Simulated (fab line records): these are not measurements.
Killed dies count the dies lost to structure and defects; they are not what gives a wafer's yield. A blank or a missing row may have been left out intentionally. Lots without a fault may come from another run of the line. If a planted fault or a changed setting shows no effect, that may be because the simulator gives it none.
fab line records | flow ritCmos
record: lots: 14 | wafers: 42 | lastDay: 7
route steps=202 shown SPACER@130 M1@202
lots that met no fault: taken from a fault-free run of the same line
startH: start of the lot's first displayed wafer, in hours after the record's first day | waitH: hours from the lot's prior step to this one | " unchanged from the row above | L1.1+2: several wafers, shown together as one row | - no value present, or no start provided | * or withheld: withheld | < > ~ a bound
route shown NAME@n: NAME is a module with steps in the file, n the number in the route of the first one | usual: mean/standard deviation taken from wafers without a fault | same: alike in all rows | chamber/n: place in a boat | sites: readings site by site | _std_site: their standard deviation | _edge_site: outer sites' mean less inner sites' | radiusMm: for every site, how far away it sits from the centre of the wafer | mask NAME#n: copy n | behind: the tool/chamber that last shaped the wafer | hold: why the lot went on hold/how many hours it stayed there/how the hold came to an end | device: the n, p or np transistor that did not switch | end of line: tests of these same wafers at the route's end | for a step that has no rows: nothing shown but its recipe | killed: not the wafer's yield, but the dies lost to structure and defects at the first sort | map: dies across one wafer; x = killed, . = not, _ = none there
set.NAME: the setting the step ran with; set.NAME@STEP: the setting that earlier step ran with | model.NAME: the simulator's own value behind a step, which no gauge read
a sample of lots followed through the steps of the route, with each step as a table and each wafer as a row
services: the hour from which a tool's chamber was out of use, counted from the record's first day as startH (under 0 if before that day), plus the number of hours and why
== steps ==
step: RIT_SPACER_ETCHBACK_05
recipe: targetDepthA: 2500 | SF6_flow_sccm: 30 | CHF3_flow_sccm: 30 | target: Si3N4 | chemistry: SF6/CHF3 | pressureMtorr: 40 | rfW: 250 | timeS: 240 | stopOn: SiO2
usual: CHF3_flow_sccm: 30.00/0.088 | drypumpMotorCurrentA: 5.7/0.36 | oesProductAu: 0.862/0.014 | runLengthS: 268.3/0.49 | throttleValvePct: 10.29/0.11
lot.wafer | tool       | chamber | startH | waitH | CHF3_flow_sccm | drypumpMotorCurrentA | oesProductAu | rfHoursCounterH | runLengthS | throttleValvePct
L496.3    | rieDiel-04 | 3       | 48.76  | 0.0   | 29.99          | 5.1                  | 0.846        | 89              | 269.2      | 10.15
L496.4    | "          | 0       | "      | "     | 30.16          | 6.0                  | 0.841        | 105             | 267.5      | 10.21
L496.5    | "          | 2       | "      | "     | 30.10          | 5.3                  | 0.871        | -               | 268.2      | 10.42
L497.1    | rieDiel-03 | 1       | 50.86  | 0.1   | 30.13          | 5.6                  | 0.859        | 46              | 269.2      | 10.34
L497.5    | "          | 0       | "      | "     | 30.08          | 5.5                  | 0.879        | -               | 267.7      | 10.17
L497.6    | "          | 3       | "      | "     | 30.03          | 5.5                  | 0.875        | -               | 267.9      | 10.48
L498.1    | rieDiel-04 | 1       | 57.59  | 0.1   | 29.99          | 6.2                  | 0.855        | 3               | 268.1      | 10.37
L498.5    | "          | 0       | "      | "     | 29.98          | 6.0                  | 0.837        | -               | 267.7      | 10.23
L498.6    | "          | 1       | "      | "     | 29.85          | 6.2                  | 0.861        | -               | 268.1      | 10.35
L499.1    | rieDiel-03 | 3       | 61.02  | 0.1   | 29.90          | 5.5                  | 0.854        | 47              | 267.5      | 10.48
L499.2    | "          | 2       | "      | "     | 29.95          | 5.9                  | 0.887        | 72              | 268.1      | 10.32
L499.3    | "          | 0       | "      | "     | 29.92          | 5.5                  | 0.860        | 1               | 267.9      | 10.17
L500.1    | rieDiel-03 | 0       | 67.43  | 0.1   | 29.90          | 5.5                  | 0.880        | 1               | 267.8      | 10.17
L500.2    | "          | 1       | "      | "     | 30.07          | 5.6                  | 0.859        | 46              | 269.0      | 10.31
L500.5    | "          | 1       | "      | "     | 29.94          | 5.6                  | 0.860        | -               | 268.8      | 10.31
L501.2    | rieDiel-04 | 1       | 71.48  | 0.0   | 30.16          | 6.2                  | 0.872        | 3               | 268.2      | 10.37
L501.5    | "          | 0       | "      | "     | 30.09          | 6.0                  | 0.853        | -               | 267.6      | 10.24
L501.6    | "          | 1       | "      | "     | 30.08          | 6.2                  | 0.877        | -               | 268.7      | 10.37
L503.3    | rieDiel-03 | 2       | 81.64  | 0.0   | 29.88          | 5.9                  | 0.877        | 72              | 268.6      | 10.33
L503.5    | "          | 3       | "      | "     | 30.11          | 5.5                  | 0.854        | -               | 268.1      | 10.48
L503.6    | "          | 2       | "      | "     | 29.98          | 5.9                  | 0.874        | -               | 268.5      | 10.33
L505.3    | rieDiel-04 | 1       | 91.85  | 0.0   | 30.06          | 6.2                  | 0.871        | 3               | 268.2      | 10.36
L505.4    | "          | 2       | "      | "     | 30.08          | 5.3                  | 0.893        | 103             | 268.3      | 10.43
L505.6    | "          | 3       | "      | "     | 29.90          | 5.0                  | 0.860        | -               | 268.8      | 10.14
L508.1    | rieDiel-03 | 1       | 105.53 | 0.1   | 29.96          | 5.6                  | 0.689        | 47              | 363.3      | 10.25
L508.2    | "          | 3       | "      | "     | 30.09          | 5.5                  | 0.866        | 48              | 267.6      | 10.46
L508.5    | "          | 0       | "      | "     | 30.10          | 5.5                  | 0.864        | -               | 267.9      | 10.17
L510.1    | rieDiel-03 | 0       | 116.55 | 0.1   | 30.13          | 5.6                  | 0.873        | 2               | 267.8      | 10.16
L510.3    | "          | 1       | "      | "     | 30.07          | 5.6                  | 0.693        | 47              | 362.7      | 10.25
L510.4    | "          | 2       | "      | "     | 29.95          | 5.9                  | 0.876        | 73              | 268.3      | 10.34
L512.2    | rieDiel-04 | 2       | 126.24 | 0.0   | 30.03          | 5.3                  | 0.870        | 103             | 268.1      | 10.42
L512.4    | "          | 1       | "      | "     | 29.90          | 6.2                  | 0.870        | 4               | 268.6      | 10.36
L512.5    | "          | 1       | "      | "     | 29.97          | 6.2                  | 0.861        | -               | 268.4      | 10.36
L515.2    | rieDiel-04 | 3       | 142.11 | 0.0   | 29.86          | 5.0                  | 0.859        | 90              | 269.0      | 10.13
L515.5    | "          | 1       | "      | "     | 30.07          | 6.2                  | 0.871        | -               | 268.3      | 10.37
L515.6    | "          | 0       | "      | "     | 29.96          | 6.0                  | 0.843        | -               | 267.8      | 10.23
L516.1    | rieDiel-02 | 0       | 147.17 | 0.1   | 29.89          | 5.7                  | 0.845        | 134             | 268.0      | 10.11
L516.2    | "          | 3       | "      | "     | 30.03          | 6.3                  | 0.835        | 4               | 268.8      | 10.22
L516.6    | "          | 1       | "      | "     | 30.07          | 5.7                  | 0.841        | -               | 268.4      | 10.35
L519.1    | rieDiel-04 | 2       | 159.99 | 0.1   | 29.98          | 5.3                  | 0.876        | 104             | 268.0      | 10.40
L519.2    | "          | 3       | "      | "     | 30.04          | 5.1                  | 0.864        | 91              | 268.5      | 10.13
L519.3    | "          | 0       | "      | "     | 29.89          | 6.0                  | 0.836        | 107             | 268.1      | 10.23
step: RIT_M1_PROBE_99
usual: killed_at_M0_to_M3: 0.0/0.14 | killedAtContacts: 0.0/0.22 | killedAtFrontEnd: 6.5/3 | killedDies: 6.6/3 | killedOpen: 3.4/2.2 | killedShort: 3.3/1.7
same: grossDies: 264 | killed_at_M4_up: 0 | killedAtBackSide: 0 | killedAtOther: 0
lot.wafer | tool      | chamber | startH | waitH | killed_at_M0_to_M3 | killedAtContacts | killedAtFrontEnd | killedDies | killedOpen | killedShort
L503.3    | prober-02 | -       | 92.58  | 0.2   | 0                  | 0                | 2                | 2          | 2          | 0
L503.5    | prober-02 | -       | 92.68  | 0.2   | 0                  | 0                | 3                | 3          | 3          | 0
L503.6    | prober-02 | -       | 92.73  | 0.2   | 0                  | 0                | 3                | 3          | 2          | 1
L512.2    | prober-01 | -       | 138.41 | 0.1   | 0                  | 0                | 6                | 6          | 2          | 4
L512.4    | prober-01 | -       | 138.51 | 0.2   | 0                  | 0                | 5                | 5          | 2          | 3
L512.5    | prober-01 | -       | 138.56 | 0.2   | 0                  | 0                | 5                | 5          | 0          | 5
killed by level:class
L503.3 REOX:geometricParticle:open=2
L503.5 FOX1:geometricParticle:open=1 FOX2:geometricParticle:open=1 GATE:geometricParticle:open=1
L503.6 REOX:geometricParticle:open=2 GATE:geometricParticle:short=1
L512.2 REOX:geometricParticle:short=2 GATE:geometricParticle:short=1 REOX:geometricParticle:open=1 SILICIDE:geometricParticle:short=1 SILICIDE:geometricParticle:open=1
L512.4 GATE:geometricParticle:short=2 REOX:geometricParticle:open=1 REOX:geometricParticle:short=1 SPACER:geometricParticle:open=1
L512.5 FOX1:geometricParticle:short=2 SILICIDE:geometricParticle:short=2 GATE:geometricParticle:short=1
== services ==
tool       | chamber | startH | hours | kind
rieDiel-02 | 3       | 42.94  | 12.6  | repair
rieDiel-03 | 1       | 56.06  | 6.7   | repair
rieDiel-02 | 3       | 76.76  | 2.7   | repair
rieDiel-03 | 3       | 133.17 | 10.2  | repair
== key ==
firstSign: step: RIT_SPACER_ETCHBACK_05 | reading: runLengthS | direction: up | sigmas: 99+ | usual: * | struck: *
effect: step: RIT_SPACER_ETCHBACK_05 | reading: oesProductAu | direction: down | sigmas: 12 | usual: 0.862 | struck: 0.691
metAt RIT_SPACER_ETCHBACK_05
struckLots L508,L510
struckWafers L508.1,L510.3
testerLeftOut L508,L510
onsetBetween 67.43 105.53
fault: kind: processParameterDrift | tool: rieDiel-03 | chamber: 1 | onsetH: 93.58 | steps: RIT_SPACER_ETCHBACK_05 | channel: timeS | offset: * | shape: step | endH: 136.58 | actsIn: * | stated: *
testerLeftOut: of these lots the tester's yield and bins aren't shown, on N5 and GAA mostly nor the transistor test; their killed dies are dies lost to structure and defects alone, not to doping, threshold or leakage, so they don't give the yield
